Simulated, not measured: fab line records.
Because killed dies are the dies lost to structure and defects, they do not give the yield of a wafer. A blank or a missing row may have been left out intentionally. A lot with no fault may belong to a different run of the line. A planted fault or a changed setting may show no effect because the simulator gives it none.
Which tool was responsible? :: flow ritCmos :: Sampling: 13 lots, 39 wafers, 2 of 202 route steps

## WHAT THE GAUGES READ, wafer by wafer
RIT_GATE_THK_MEAS_09.
lot: L305
measured: day 2 12:24
on: filmMetro-02
GATE_POLY_THK (nm): 251.6 250.4 249.5

lot: L306
measured: day 2 17:50
on: filmMetro-02
GATE_POLY_THK (nm): 247.6 248.5 249.2

lot: L307
measured: day 2 21:42
on: filmMetro-02
GATE_POLY_THK (nm): 251.2 249.8 250.1

lot: L308
measured: day 3 06:01
on: filmMetro-02
GATE_POLY_THK (nm): 248.4 248.6 247.8

lot: L309
measured: day 3 08:48
on: filmMetro-01
GATE_POLY_THK (nm): 252.9 253.5 251.0

lot: L311
measured: day 3 18:19
on: filmMetro-02
GATE_POLY_THK (nm): 248.7 248.9 249.5

lot: L313
measured: day 4 04:05
on: filmMetro-02
GATE_POLY_THK (nm): 247.1 246.1 247.8

lot: L314
measured: day 4 08:46
on: filmMetro-03
GATE_POLY_THK (nm): 249.2 249.4 248.8

lot: L316
measured: day 4 21:41
on: filmMetro-01
GATE_POLY_THK (nm): 249.7 248.1 251.4

lot: L317
measured: day 5 00:22
on: filmMetro-01
GATE_POLY_THK (nm): 247.8 249.5 249.2

lot: L318
measured: day 5 04:04
on: filmMetro-01
GATE_POLY_THK (nm): 250.7 252.2 250.1

lot: L324
measured: day 6 12:05
on: filmMetro-02
GATE_POLY_THK (nm): 225.1 223.5 227.5

lot: L326
measured: day 6 20:11
on: filmMetro-02
GATE_POLY_THK (nm): 248.6 245.7 247.5

## EACH LOT AND THE TOOL THAT RAN IT (in order: tool; ch and the chambers of the sampled wafers; start)
lot: L305
RIT_GATE_CVD_08: lpcvd-02 ch 0, day 2 09:58

lot: L306
RIT_GATE_CVD_08: lpcvd-01 ch 0, day 2 15:25

lot: L307
RIT_GATE_CVD_08: lpcvd-02 ch 1, day 2 20:05

lot: L308
RIT_GATE_CVD_08: lpcvd-02 ch 1, day 3 03:35

lot: L309
RIT_GATE_CVD_08: lpcvd-01 ch 1, day 3 06:22

lot: L311
RIT_GATE_CVD_08: lpcvd-02 ch 0, day 3 16:40

lot: L313
RIT_GATE_CVD_08: lpcvd-02 ch 0, day 4 02:28

lot: L314
RIT_GATE_CVD_08: lpcvd-01 ch 1, day 4 06:19

lot: L316
RIT_GATE_CVD_08: lpcvd-02 ch 1, day 4 20:04

lot: L317
RIT_GATE_CVD_08: lpcvd-02 ch 1, day 4 22:44

lot: L318
RIT_GATE_CVD_08: lpcvd-01 ch 1, day 5 02:26

lot: L324
RIT_GATE_CVD_08: lpcvd-01 ch 0, day 6 10:27

lot: L326
RIT_GATE_CVD_08: lpcvd-02 ch 0, day 6 18:34
- RIT_GATE_CVD_08: deposits poly-Si from SiH4, target thk 250 nm, time 2220 s.

## WHAT THE TOOLS THEMSELVES READ (means of the sampled wafers that have a number; where no wafer has one, the mark that the record gives instead)
RIT_GATE_CVD_08.
lot: L305
tool: lpcvd-02
pressureMtorr (mTorr): 299.1

lot: L306
tool: lpcvd-01
pressureMtorr (mTorr): 300.5

lot: L307
tool: lpcvd-02
pressureMtorr (mTorr): 300.1

lot: L308
tool: lpcvd-02
pressureMtorr (mTorr): 300.8

lot: L309
tool: lpcvd-01
pressureMtorr (mTorr): 299.8

lot: L311
tool: lpcvd-02
pressureMtorr (mTorr): 299.9

lot: L313
tool: lpcvd-02
pressureMtorr (mTorr): 300.8

lot: L314
tool: lpcvd-01
pressureMtorr (mTorr): 299.4

lot: L316
tool: lpcvd-02
pressureMtorr (mTorr): 300.0

lot: L317
tool: lpcvd-02
pressureMtorr (mTorr): 298.9

lot: L318
tool: lpcvd-01
pressureMtorr (mTorr): 299.9

lot: L324
tool: lpcvd-01
pressureMtorr (mTorr): 239.7

lot: L326
tool: lpcvd-02
pressureMtorr (mTorr): 299.1

## THE ANSWER, worked out from the rows above alone
Rule: what is usual is taken from the lots themselves. Put in order of their means at a reading, lots are off if they are a third of the lots or fewer, leave a main group of 4 or more, and stand apart from it by a gap of 3 or more times the standard deviation of the main group's means; of several such gaps the widest counts. The tables above print the reading to a certain number of digits; a main group whose means all agree to those digits is not used. A lot without any number at a reading at which 4 lots or more have one is off too. All remaining lots with rows at the step are treated as sound. Order of review: gauges by route order, followed by the tools' own readings, for which a lot's mean as printed above is used. The first step at which some lot is off is used, and at that step the reading that is off furthest; a lot without a number counts as furthest.
Off: L324, at RIT_GATE_THK_MEAS_09 (GATE_POLY_THK). Main group: mean 249.3 nm, sd 1.5.
A tool fits if, at a process step before that reading, it ran every lot that is off, and no sound lot after the first of them. The gauges at RIT_GATE_THK_MEAS_09 aren't tried: what is off there is off at RIT_GATE_CVD_08 too, on other tools, and a gauge's error can't cause that. One candidate fits, namely lpcvd-01 at RIT_GATE_CVD_08. Its last sound lot is L318 (day 5 02:26), its first lot that is off L324 (day 6 10:27): a fault that began between those two fits.
The tool's own readings at RIT_GATE_CVD_08 bear it out: on the lots that are off they differ by more than 5 times the standard deviation of the sound lots' means. pressureMtorr reads 239.7 mTorr there against 299.9 mTorr on the sound lots.

## WHAT THE SIMULATOR PUT IN
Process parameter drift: lpcvd-01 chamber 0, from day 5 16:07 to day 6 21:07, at RIT_GATE_CVD_08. From 300, the setting pressureMtorr moved by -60. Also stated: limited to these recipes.
Shown lots that were struck: L324. The rule above found the same.
